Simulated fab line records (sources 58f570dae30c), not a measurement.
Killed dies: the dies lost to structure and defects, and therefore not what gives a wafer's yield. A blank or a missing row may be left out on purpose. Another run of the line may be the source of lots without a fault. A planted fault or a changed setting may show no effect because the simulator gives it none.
Matching of chambers	flow berkeley_cmos170	4 sister chambers for UCB170_M3_ETCH_17 on rie_diel-03
The step etches BARC in N2/H2. 4 wafers are shown with their chamber, then 7 later ones without.

== EACH WAFER AND ITS CHAMBER ==
wafer	chamber	throttle_valve_pct (%)
L673.5	2	13.25
L677.5	0	13.52
L679.2	1	13.19
L679.3	3	13.65

== WAFERS WHOSE CHAMBER IS MISSING ==
wafer	throttle_valve_pct (%)
L679.6	13.25
L687.2	13.63
L687.5	13.50
L687.6	13.66
L689.1	13.26
L689.2	13.50
L689.6	13.52

== THE CHAMBER EACH PASSED THROUGH ==
wafer	from the rows above	in truth
L679.6	2	2
L687.2	3	3
L687.5	0	0
L687.6	3	3
L689.1	2	2
L689.2	0	0
L689.6	0	0
Placed correctly: 7 of 7. Not placeable from these rows: 0. Number placed wrongly: 0.
How it was worked out, from the rows above alone: a wafer's distance from a chamber is the root of the sum, over the readings, of the square of ((its reading less the chamber's mean) divided by the reading's scatter). If the next closest chamber is less than 2 further off than the closest, the wafer can't be placed; otherwise it belongs to the closest. A chamber's mean is the mean of its shown wafers. The scatter (one wafer shown for each chamber): square how far every hidden wafer sits from the nearest shown wafer, average those squares and take the square root.
